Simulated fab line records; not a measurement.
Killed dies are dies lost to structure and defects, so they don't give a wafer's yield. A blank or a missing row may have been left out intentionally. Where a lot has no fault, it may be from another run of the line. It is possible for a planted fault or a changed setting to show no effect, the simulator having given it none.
A lot that was struck, set against a sound lot	flow rit-cmos	45 steps out of a route of 202
Sound: wafers L168.2, L168.4, L168.6. Wafers struck: L175.1, L175.3, L175.4. The cause is given at the end.
Order at every step that has rows: each side's tool, ch and its chambers, its first start. Under that, the readings that differ: sound wafers	struck wafers	difference of the means	sigmas: that difference in standard deviations of wafers without a fault.
alike: readings with means less than 2 such deviations apart, plus words and numbers identical on both sides. not compared: withheld readings, readings lacking a value on some wafer, bounds such as >300 that could conceal the same value, and numbers that have no deviation in the record and whose values overlap.
A row with sigmas, a row that says differs or no value, or rows on one side alone: a step with any of these is where the two part. Non-overlapping numbers with no deviation appear without sigmas and do not part them. A reading missing from all wafers of one side parts the sides only when that side holds two or more wafers.

first, 1 step without rows for these wafers: RIT_ACTIVE_DEVELOP_10 (develop time 50 s).
RIT_ACTIVE_CD_MEAS_11: target cd 1400 nm.
  struck on cd-sem-02, day 3 11:26; sound on cd-sem-02, day 2 00:35
  alike: cd-nm
then, 1 step without rows for these wafers: RIT_ACTIVE_HARDBAKE_12 (time 60 s).
RIT_ACTIVE_ETCH_13: etches Si3N4 in SF6, stops on SiO2, time 210 s, target depth 210 nm.
  sound on rie-diel-04 ch 1,2,3, day 2 00:50; struck on rie-diel-01 ch 1,2,3, day 3 11:43
  alike: drypump-motor-current-A, oes-product-au, throttle-valve-pct
  not compared: rf-hours-counter-h
RIT_ACTIVE_STRIP_14: strips in O2, time 180 s.
  sound on plasma-asher-03 ch 0,1, day 2 00:58; struck on plasma-asher-04 ch 0,1, day 3 11:50
  alike: drypump-motor-current-A, o2-flow-sccm
  not compared: rf-hours-counter-h
RIT_ACTIVE_CD_MEAS_90: target cd 1400 nm.
  struck on cd-sem-01, day 3 12:01; sound on cd-sem-01, day 2 01:10
  alike: cd-nm
then, 4 steps without rows for these wafers: RIT_ACTIVE_CLEAN_15 (cleans in SC1, time 600 s); RIT_ACTIVE_CLEAN_16 (cleans in dHF, time 30 s); RIT_ACTIVE_CLEAN_17 (cleans in SC2, time 600 s); RIT_FOX1_OXIDATION_00 (target thk 350.7 nm, ox time 1130 s).
RIT_FOX1_THK_MEAS_01:
  struck on film-metro-02, day 3 14:47; sound on film-metro-04, day 2 02:57
  alike: FOX1_OXIDE_THK
then, 1 step without rows for these wafers: RIT_FOX1_WET_ETCH_02 (etches SiO2 in BOE, target depth 350 nm, time 390 s).
RIT_FOX2_OXIDATION_00: target thk 350.7 nm, ox time 1130 s.
  sound on furnace-02 ch 0, day 2 03:07; struck on furnace-04 ch 0, day 3 14:58
reading	sound	struck	difference	sigmas
spike-tc-centre-C (C)	1105.3 1102.2 1102.2	1140.0 1137.3 1139.1	+35.6	+22
spike-tc-load-C (C)	1130.5 1130.1 1130.8	1163.9 1163.0 1163.2	+32.9	+24
spike-tc-source-C (C)	1129.2 1128.6 1127.6	1163.1 1163.0 1163.0	+34.6	+31
tube-center-temp-C (C)	1100 1100.2 1100.1	1135 1135.1 1135	+35	+99 or more
tube_center_temp_C_max	1102.3 1102.8 1103.2	1137.6 1138.0 1138.2	+35.2	+86
model.SiO2_of_FOX2_OXIDATION_00.thk-nm (nm)	352.8 347.8 350.9	416.5 413.6 415.6	+64.7	
  alike: zone-power-centre-pct
RIT_FOX2_THK_MEAS_01:
  struck on film-metro-03, day 3 16:17; sound on film-metro-03, day 2 04:26
reading	sound	struck	difference	sigmas
FOX2_OXIDE_THK (nm)	353 348 351	417 414 416	+65	+10
then, 2 steps without rows for these wafers: RIT_FOX2_CLEAN_02 (cleans in dHF, time 180 s); RIT_FOX2_WET_ETCH_03 (etches Si3N4 in H3PO4, target depth 195 nm, time 2700 s).
RIT_FOX2_THK_MEAS_90:
  struck on film-metro-02, day 3 17:10; sound on film-metro-02, day 2 05:19
reading	sound	struck	difference	sigmas
FIELD_OXIDE_LEFT_1_THK (nm)	326 321 324	390 387 389	+65	+10
then, 6 steps without rows for these wafers: RIT_NWELL_HMDS_00 (prime time 60 s); RIT_NWELL_COAT_01 (resist thk 1300 nm); RIT_NWELL_SOFTBAKE_02 (time 60 s); RIT_NWELL_EXPOSE_03 (exposes mask M2, target cd 43900 nm); RIT_NWELL_PEB_04; RIT_NWELL_DEVELOP_05 (develop time 68 s).
RIT_NWELL_OVL_MEAS_06:
  struck on overlay-01, day 3 18:08; sound on overlay-01, day 2 06:23
  alike: NWELL_OVL
then, 2 steps without rows for these wafers: RIT_NWELL_HARDBAKE_07 (time 120 s); RIT_NWELL_IMPLANT_08.
RIT_NWELL_STRIP_09: strips in O2, time 180 s.
  sound on plasma-asher-02 ch 0,1, day 2 06:49; struck on plasma-asher-01 ch 0,1, day 3 18:34
  alike: drypump-motor-current-A, o2-flow-sccm
  not compared: rf-hours-counter-h
RIT_NWELL_TW_MEAS_10:
  struck on film-metro-03, day 3 18:44; sound on film-metro-03, day 2 07:00
  alike: NWELL_TW
then, 6 steps without rows for these wafers: RIT_PWELL_HMDS_00 (prime time 60 s); RIT_PWELL_COAT_01 (resist thk 1300 nm); RIT_PWELL_SOFTBAKE_02 (time 60 s); RIT_PWELL_EXPOSE_03 (exposes mask M3, target cd 43700 nm); RIT_PWELL_PEB_04; RIT_PWELL_DEVELOP_05 (develop time 68 s).
RIT_PWELL_OVL_MEAS_06:
  struck on overlay-01, day 3 19:41; sound on overlay-02, day 2 07:56
  alike: PWELL_OVL
then, 2 steps without rows for these wafers: RIT_PWELL_HARDBAKE_07 (time 120 s); RIT_PWELL_IMPLANT_08.
RIT_PWELL_STRIP_09: strips in O2, time 180 s.
  sound on plasma-asher-02 ch 0,1, day 2 08:28; struck on plasma-asher-02 ch 0,1, day 3 20:07
  alike: drypump-motor-current-A, o2-flow-sccm
  not compared: rf-hours-counter-h
RIT_PWELL_TW_MEAS_10:
  struck on film-metro-04, day 3 20:17; sound on film-metro-04, day 2 08:40
  alike: PWELL_TW
then, 1 step without rows for these wafers: RIT_WELLDRIVE_ANNEAL_00 (time 14700 s).
RIT_WELLDRIVE_RS_MEAS_01: a four-point-probe measurement.
  struck on film-metro-01, day 4 01:26; sound on film-metro-04, day 2 13:49
  alike: NWELL_RS
RIT_WELLDRIVE_RS_MEAS_02: a four-point-probe measurement.
  struck on film-metro-01, day 4 01:34; sound on film-metro-04, day 2 15:59
  alike: PWELL_RS
RIT_FOX2_THK_MEAS_91:
  struck on film-metro-04, day 4 05:33; sound on film-metro-02, day 2 19:46
reading	sound	struck	difference	sigmas
FIELD_OXIDE_LEFT_2_THK (nm)	258 253 256	323 319 321	+65	+10
RIT_SILICIDE_WET_ETCH_00: etches SiO2 in BOE, target depth 14 nm, time 15 s.
  sound on wet-bench-03 ch 0, day 3 13:08; struck on wet-bench-02 ch 1, day 5 01:07
reading	sound	struck	difference	sigmas
model.SiO2_of_FOX2_OXIDATION_00.thk-nm (nm)	153.5 148.5 152	217.1 214.3 216.7	+64.7	
RIT_M1_PROBE_99:
  struck on prober-02, day 5 10:02; sound on prober-01, day 3 20:11
reading	sound	struck	difference	sigmas
model.etest.nldd.width-nm (nm)	3188 3212 3204	3086 3086 3092	-113	
model.etest.pldd.width-nm (nm)	3196 3191 3193	3080 3094 3102	-101	
model.etest.nplus-sal.width-nm (nm)	3452 3459 3459	3386 3400 3387	-66	
model.etest.pplus-sal.width-nm (nm)	3468 3473 3468	3408 3404 3393	-68	
model.etest.pwell.rs-ohm-sq	417.3 413 417.9	440.6 439.4 436.5	+22.8	
model.etest.nmos-narrow.drive-ua-um	233.2 230.8 228.8	220.2 218.8 217.5	-12.1	
model.etest.field-n.vt-v (V)	34.86 34.32 34.66	42.99 42.63 42.92	+8.23	
model.etest.pmos-narrow.drive-ua-um	103.7 104 101.9	99.64 98.17 97.51	-4.76	
  alike: killed-at-front-end, killed-dies, killed-open, killed-short

## WHERE THEY PART
At RIT_FOX2_OXIDATION_00 first; at RIT_FOX2_THK_MEAS_91 last (within this record only). Later steps at which nothing parts them and some readings are alike: RIT_M1_PROBE_99.

WHY: whatever the simulator had introduced
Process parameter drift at RIT_FOX2_OXIDATION_00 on furnace-04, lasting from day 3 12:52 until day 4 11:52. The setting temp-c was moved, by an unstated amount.
